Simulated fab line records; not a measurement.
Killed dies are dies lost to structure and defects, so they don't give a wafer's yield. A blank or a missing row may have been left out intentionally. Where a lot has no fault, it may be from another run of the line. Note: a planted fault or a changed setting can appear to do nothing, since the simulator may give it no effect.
The tool behind it: which one? | flow rit_cmos | 9 lots, 27 wafers sampled, at 2 steps of a route of 202

WHAT THE GAUGES READ, wafer by wafer
RIT_PWELL_TW_MEAS_10.
lot  | measured    | on            | PWELL_TW
L673 | day 2 03:02 | film_metro-03 | 930 937 933
L674 | day 2 08:57 | film_metro-03 | 935 931 936
L675 | day 2 15:01 | film_metro-04 | 940 943 942
L676 | day 2 15:42 | film_metro-03 | 935 930 929
L677 | day 2 23:58 | film_metro-01 | 938 938 941
L678 | day 3 03:38 | film_metro-03 | 2343 2331 2349
L679 | day 3 06:19 | film_metro-03 | 2345 2348 2343
L680 | day 3 11:12 | film_metro-04 | 2379 2376 2381
L681 | day 3 18:52 | film_metro-01 | 2364 2361 2368

WHICH TOOL RAN EACH LOT (tool, then ch and the chambers of the sampled wafers, then the start)
lot  | RIT_PWELL_IMPLANT_08
L673 | implanter-04 ch 0, day 2 02:43
L674 | implanter-02 ch 0, day 2 08:38
L675 | implanter-03 ch 0, day 2 14:42
L676 | implanter-02 ch 0, day 2 15:22
L677 | implanter-04 ch 0, day 2 23:39
L678 | implanter-03 ch 0, day 3 03:20
L679 | implanter-02 ch 0, day 3 05:59
L680 | implanter-03 ch 0, day 3 10:53
L681 | implanter-03 ch 0, day 3 18:33
- RIT_PWELL_IMPLANT_08

THE ANSWER, worked out from the rows above alone
Rule: the lots themselves supply what counts as usual. Put in order of their means at a reading, lots are off if they are a third of the lots or fewer, leave a main group of 4 or more, and stand apart from it by a gap of 3 or more times the standard deviation of the main group's means; of several such gaps the widest counts. The tables above print the reading to a certain number of digits; a main group whose means all agree to those digits is not used. Also off: a lot with no number at a reading for which 4 or more lots have one. Any other lot the step has rows for is counted as sound.
Across all readings shown, no lot is off: no conclusion can be drawn from this.

WHAT HAD BEEN PUT IN BY THE SIMULATOR
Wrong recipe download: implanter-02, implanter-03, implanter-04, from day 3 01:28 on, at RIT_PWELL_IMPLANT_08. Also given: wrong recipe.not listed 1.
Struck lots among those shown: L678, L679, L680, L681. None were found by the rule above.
